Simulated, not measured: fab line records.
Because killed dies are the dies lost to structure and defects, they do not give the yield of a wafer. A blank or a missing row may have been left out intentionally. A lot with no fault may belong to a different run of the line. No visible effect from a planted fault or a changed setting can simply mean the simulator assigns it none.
Problem report in the 8D (eight disciplines) form, filled by code :: flow berkeleyCmos170 :: the parts of the form that need people (team, actions taken, sign-off) are left out

1. PROBLEM STATEMENT
Mean ACTIVE_OXIDE_THK at UCB170_ACTIVE_THK_MEAS_03: 23.0 nm over 6 wafers in 2 lots; fault-free wafers: 26.5 nm, standard deviation 0.39. Relative to the usual mean, that is a shift of -9.0 standard deviations.
First observed at day 6 21:17: wafer L503.2, on filmMetro-04. Wafers with a number at this step in the record: 42, from 14 lots. By rule, "out" or "out of limits" means more than 4 standard deviations away from the usual mean. The rest of the wafers with a number are treated as sound.

2. WHAT IT IS; WHAT IT IS NOT
question: which readings at this step
is: ACTIVE_OXIDE_THK
is not: -

question: which lots
is: L502, L503
is not: L490, L491, L492, L495, L496, L498, L507, L509, L510, L511, L512, L513

question: which wafers of those lots
is: all that have a number
is not: -

question: read on which gauges
is: filmMetro-01, filmMetro-04
is not: filmMetro-02

question: when
is: from day 6 21:17
is not: up to then (18 sound wafers); but 18 sound wafers of L507, L509, L510, L511, L512, L513 came after

3. THE SUSPECTS, EACH WITH WHAT RULES IT OUT
Counting: a tool stays on the suspect list if, at a process step up to the reading, it processed all lots that are out and no sound lot following the first of them.
- the gauge at UCB170_ACTIVE_THK_MEAS_03 has been ruled out. Those wafers that are out were read across 2 gauges (filmMetro-01, filmMetro-04).
- furnace-04 at UCB170_ACTIVE_OXIDATION_02 (target thk 26.4 nm, ox time 1260 s): kept. Every lot that is out went through it, starting with L502 (day 6 19:56), and after that it ran no sound lot; the last sound lot it ran before then is L498 (day 5 17:29).
Left after counting: furnace-04 at UCB170_ACTIVE_OXIDATION_02.

4. THE CAUSE (what the simulator had put in)
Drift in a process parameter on furnace-04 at UCB170_ACTIVE_OXIDATION_02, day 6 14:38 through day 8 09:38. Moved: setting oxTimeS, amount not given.
After counting, this tool was the only one left.

5. THE CHAIN OF EFFECTS, in route order
Rows list readings where the struck wafers' mean (over those with a number) sits beyond 3 standard deviations from the usual. Scope: only readings with a usual standard deviation given in the record; hours: median across lots of the time from each lot's start at the first step in this table that gives one to its start at this step; sigmas: change in usual standard deviations.
hours: 0
step: UCB170_ACTIVE_THK_MEAS_03
reading: ACTIVE_OXIDE_THK
usual: 26.5 nm
on struck wafers: 23.0
change: -3.5
sigmas: -9.0
Later steps that measure or inspect, where all struck wafers having a row at the step show a number for every such reading and not one has moved that far: UCB170_ACTIVE_CD_MEAS_90.

6. HOW IT WOULD HAVE BEEN CAUGHT EARLIER
In this record the first reading out of limits at a measuring or inspecting step was taken at day 6 21:17, 7 hours after the fault began at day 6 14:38.
Tool readings at UCB170_ACTIVE_OXIDATION_02 with a usual standard deviation given in the record: none out on any struck wafer, hence no alarm at a limit of 4 standard deviations on them.
Each of the lots that are out, 2 in all, had begun UCB170_ACTIVE_OXIDATION_02 on furnace-04 no later than day 6 21:17. Holding the tool at that point would not have protected any of them.
